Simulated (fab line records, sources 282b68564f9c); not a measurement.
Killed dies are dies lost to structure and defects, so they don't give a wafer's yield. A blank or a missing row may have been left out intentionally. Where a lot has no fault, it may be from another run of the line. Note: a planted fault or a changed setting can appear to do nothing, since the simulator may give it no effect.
A struck lot beside a sound one | flow rit_cmos | 26 steps out of a route of 202
Sound: these wafers, L793.1, L793.3, L793.5. Struck: wafer L797.2 (L797.1, L797.3, from the same lot, were not struck and are left out); the cause is given at the end.
Each step with rows lists, per side, the tool, then ch with its chambers, then its first start. Under that, the readings that differ: sound wafers | struck wafers | difference of the means | sigmas: that difference in standard deviations of wafers without a fault.
alike: readings with means less than 2 such deviations apart, plus words and numbers identical on both sides. not compared: withheld readings, readings lacking a value on some wafer, bounds such as >300 that could conceal the same value, and numbers that have no deviation in the record and whose values overlap.
Wherever a step has rows on one side only, a row that says differs or no value, or a row with sigmas, the two part there. Numbers that have no deviation but don't overlap get no sigmas and don't part them. A reading that every wafer of one side lacks parts them only if that side has two wafers or more.

first, 4 steps without rows for these wafers: RIT_CONTACT_SOFTBAKE_04 (time 60 s); RIT_CONTACT_EXPOSE_05 (exposes mask M11, target cd 1000 nm); RIT_CONTACT_PEB_06; RIT_CONTACT_DEVELOP_07 (develop time 120 s).
RIT_CONTACT_CD_MEAS_08: target cd 1000 nm.
  sound on cd_sem-02 at day 3 11:50; struck on cd_sem-02 at day 4 09:26
  alike: cd_nm
RIT_CONTACT_OVL_MEAS_09:
  sound on overlay-01 at day 3 11:57; struck on overlay-01 at day 4 09:34
  alike: CONTACT_OVL
then, 1 step without rows for these wafers: RIT_CONTACT_HARDBAKE_10 (time 60 s).
RIT_CONTACT_ETCH_11: etches SiO2 in CHF3/CF4/Ar, stops on TiSi2, target depth 480 nm, time 320 s.
  sound on rie_diel-02 ch 0,2,3, day 3 12:08; struck on rie_diel-01 ch 3, day 4 09:45
  alike: drypump_motor_current_A, oes_product_au, throttle_valve_pct
  not compared: rf_hours_counter_h
RIT_CONTACT_STRIP_12: strips in O2, time 180 s.
  sound on plasma_asher-02 ch 0,1, day 3 12:20; struck on plasma_asher-02 ch 0, day 4 09:56
  alike: drypump_motor_current_A
  not compared: rf_hours_counter_h
RIT_CONTACT_CD_MEAS_90: target cd 1000 nm.
  sound on cd_sem-01 at day 3 12:31; struck on cd_sem-01 at day 4 10:07
  alike: cd_nm
then, 2 steps without rows for these wafers: RIT_CONTACT_CLEAN_13 (cleans in SC1, time 600 s); RIT_CONTACT_CLEAN_14 (cleans in SC2, time 600 s).
RIT_M1_SPUTTER_00: material Al, target thk 400 nm, time 500 s.
  sound on pvd_sputter-04 at day 3 12:59; struck on pvd_sputter-02 at day 4 10:36
  reading                               | sound             | struck | difference | sigmas
  model.Al_of_M1_SPUTTER_00.thk_nm (nm) | 401.5 403.8 405.7 | 168.8  | -234.9     |
  alike: cathode_dc_power_W, throttle_valve_pct
RIT_M1_RS_MEAS_01: uses a four-point probe to measure.
  sound on film_metro-01 at day 3 13:16; struck on film_metro-04 at day 4 11:11
  reading           | sound                | struck | difference | sigmas
  M1_AL_RS (ohm/sq) | 0.0733 0.0727 0.0724 | 0.1821 | +0.1093    | +99 or more
  not compared: hold
RIT_M1_THK_MEAS_02: measures by xrf.
  sound on film_metro-01 at day 3 13:23; struck on film_metro-04 at day 4 16:18
  reading        | sound       | struck | difference | sigmas
  M1_AL_THK (nm) | 390 397 397 | 169    | -226       | -38
  not compared: hold
then, 5 steps without rows for these wafers: RIT_M1_COAT_04 (resist thk 1300 nm); RIT_M1_SOFTBAKE_05 (time 60 s); RIT_M1_EXPOSE_06 (exposes mask M12, target cd 2600 nm); RIT_M1_PEB_07; RIT_M1_DEVELOP_08 (develop time 68 s).
RIT_M1_CD_MEAS_09: target cd 2600 nm.
  sound on cd_sem-01 at day 3 14:20; struck on cd_sem-02 at day 4 20:28
  reading    | sound                | struck | difference | sigmas
  cd_nm (nm) | 2605.6 2605.3 2602.2 | 2599.0 | -5.4       | -3
RIT_M1_OVL_MEAS_10:
  sound on overlay-02 at day 3 14:27; struck on overlay-02 at day 4 20:35
  reading     | sound          | struck | difference | sigmas
  M1_OVL (nm) | -1.4 -1.5 -2.2 | 2.2    | +3.9       | +3
then, 1 step without rows for these wafers: RIT_M1_HARDBAKE_11 (time 120 s).
RIT_M1_METAL_ETCH_12: etches Al in Cl2/BCl3, stops on SiO2, time 165 s, target depth 600 nm.
  sound on rie_metal-04 ch 0,1, day 3 14:44; struck on rie_metal-02 ch 0, day 4 20:53
  reading               | sound             | struck | difference | sigmas
  oes_product_au (a.u.) | 0.779 0.783 0.796 | 0.515  | -0.271     | -23
  alike: drypump_motor_current_A, throttle_valve_pct
  not compared: rf_hours_counter_h
then, 1 step without rows for these wafers: RIT_M1_STRIP_13 (strips in nmp, time 600 s).
RIT_M1_PROBE_99:
  sound on prober-02 at day 3 17:12; struck on prober-02 at day 5 04:50
  reading | sound | struck                   | difference                   | sigmas
  hold    | - - - | await_dispo/5.4h/release | no value on the sound wafers |
  alike: defect_limited_yield, killed_at_front_end, killed_dies, killed_on_rim, killed_open, killed_short, sort_bin_3_pad_short, sort_bin_5_function, sort_bin_6_memory, sort_n_pass, sort_yield_pct

## WHERE THEY PART
Last at RIT_M1_PROBE_99 as far as this record goes, first at RIT_M1_RS_MEAS_01.

WHY: what had been put in by the simulator
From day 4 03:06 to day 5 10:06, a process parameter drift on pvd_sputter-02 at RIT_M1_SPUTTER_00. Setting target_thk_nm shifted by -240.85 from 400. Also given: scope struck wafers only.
